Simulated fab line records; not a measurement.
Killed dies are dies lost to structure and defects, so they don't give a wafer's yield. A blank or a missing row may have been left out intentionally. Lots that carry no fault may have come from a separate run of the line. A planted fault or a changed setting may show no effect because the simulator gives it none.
A struck lot beside a sound one -- flow berkeley_cmos170 -- 22 out of 331 route steps
Sound: the wafers L401.1, L401.2, L401.5. Struck: wafers L399.1, L399.4, L399.6. The cause comes at the end.
For every step that has rows: the tool of each side, followed by ch and its chambers, followed by its first start. Under that, the readings that differ: sound wafers -- struck wafers -- difference of the means -- sigmas: that difference in standard deviations of wafers without a fault.
alike: readings with means less than 2 such deviations apart, plus words and numbers identical on both sides. not compared: withheld readings, readings lacking a value on some wafer, bounds such as >300 that could conceal the same value, and numbers that have no deviation in the record and whose values overlap.
The two part at a step that has a row with sigmas, a row that says differs or no value, or rows on one side only. Numbers that have no deviation but don't overlap get no sigmas and don't part them. A reading that every wafer of one side lacks parts them only if that side has two wafers or more.

first, 5 steps without rows for these wafers: UCB170_ACTIVE_COAT_08 (resist thk 885.7 nm); UCB170_ACTIVE_SOFTBAKE_09 (time 60 s); UCB170_ACTIVE_EXPOSE_10 (exposes mask ACTIVE, target cd 1200 nm); UCB170_ACTIVE_PEB_11; UCB170_ACTIVE_DEVELOP_12 (develop time 45 s).
UCB170_ACTIVE_CD_MEAS_13: target cd 1200 nm.
  struck on cd_sem-01, day 7 01:20; sound on cd_sem-02, day 7 01:40
  alike: cd_nm
UCB170_ACTIVE_OVL_MEAS_14:
  struck on overlay-02, day 7 01:27; sound on overlay-02, day 7 01:47
reading,sound,struck,difference,sigmas
ACTIVE_OVL (nm),9 6 8,-6 -6 -2,-12,-2
UCB170_ACTIVE_ETCH_15: etches Si3N4 in CH3F/Ar/O2, stops on SiO2, target depth 242 nm, time 151 s.
  sound on rie_diel-03 ch 1,2, day 7 01:49; struck on rie_diel-01 ch 0,1,2, day 7 01:29
  alike: drypump_motor_current_A, oes_product_au, rf_fwd_power_W, throttle_valve_pct
  not compared: rf_hours_counter_h
UCB170_ACTIVE_STRIP_16: strips in O2.
  sound on plasma_asher-02 ch 0,1, day 7 01:55; struck on plasma_asher-04 ch 0,1, day 7 01:35
reading,sound,struck,difference,sigmas
drypump_motor_current_A (A),5.8 6.7 6.6,5.0 5.2 5.0,-1.3,-2
  alike: oes_product_au, strip_time_to_endpoint_s
  not compared: rf_hours_counter_h
UCB170_ACTIVE_CD_MEAS_90: target cd 1200 nm.
  struck on cd_sem-01, day 7 01:43; sound on cd_sem-01, day 7 02:01
  alike: cd_nm
then, 2 steps without rows for these wafers: UCB170_ACTIVE_CLEAN_17 (cleans in SPM, time 600 s); UCB170_PFIELD_HMDS_00 (prime time 60 s).
UCB170_PFIELD_COAT_01: resist thk 900 nm.
  sound on litho_track-01 ch 0, day 7 03:43; struck on litho_track-03 ch 0, day 7 03:32
reading,sound,struck,difference,sigmas
model.KrF_of_PFIELD_COAT_01.thk_nm (nm),894 896.8 896.9,916 914.6 915.2,+19,
then, 3 steps without rows for these wafers: UCB170_PFIELD_SOFTBAKE_02 (time 60 s); UCB170_PFIELD_EXPOSE_03 (exposes mask PFIELD, target cd 1500 nm); UCB170_PFIELD_PEB_04.
UCB170_PFIELD_DEVELOP_05: develop time 45 s.
  sound: litho_track-01 ch 0; struck: litho_track-01 ch 0
reading,sound,struck,difference,sigmas
model.KrF_of_PFIELD_COAT_01.thk_nm (nm),879.8 882.6 882.7,901.8 900.4 901,+19.4,
UCB170_PFIELD_OVL_MEAS_06:
  struck on overlay-01, day 7 05:07; sound on overlay-01, day 7 05:23
  alike: PFIELD_OVL
then, 1 step without rows for these wafers: UCB170_PFIELD_IMPLANT_07.
UCB170_PFIELD_STRIP_08: strips in O2.
  sound on plasma_asher-03 ch 0,1, day 7 05:34; struck on plasma_asher-02 ch 0,1, day 7 05:18
reading,sound,struck,difference,sigmas
strip_time_to_endpoint_s (s),21.49 21.54 21.56,22.01 21.99 22.01,+0.47,+7
  alike: drypump_motor_current_A, oes_product_au
  not compared: rf_hours_counter_h
UCB170_PFIELD_TW_MEAS_09:
  struck on film_metro-01, day 7 05:24; sound on film_metro-04, day 7 05:40
  alike: PFIELD_TW
UCB170_M3_PROBE_99:
  the record holds rows for the sound wafers here (prober-01, day 11 09:17) but none for the struck ones

## WHERE THEY PART
Earliest at UCB170_ACTIVE_OVL_MEAS_14; latest, in this record, at UCB170_M3_PROBE_99.

WHY: the cause the simulator had injected
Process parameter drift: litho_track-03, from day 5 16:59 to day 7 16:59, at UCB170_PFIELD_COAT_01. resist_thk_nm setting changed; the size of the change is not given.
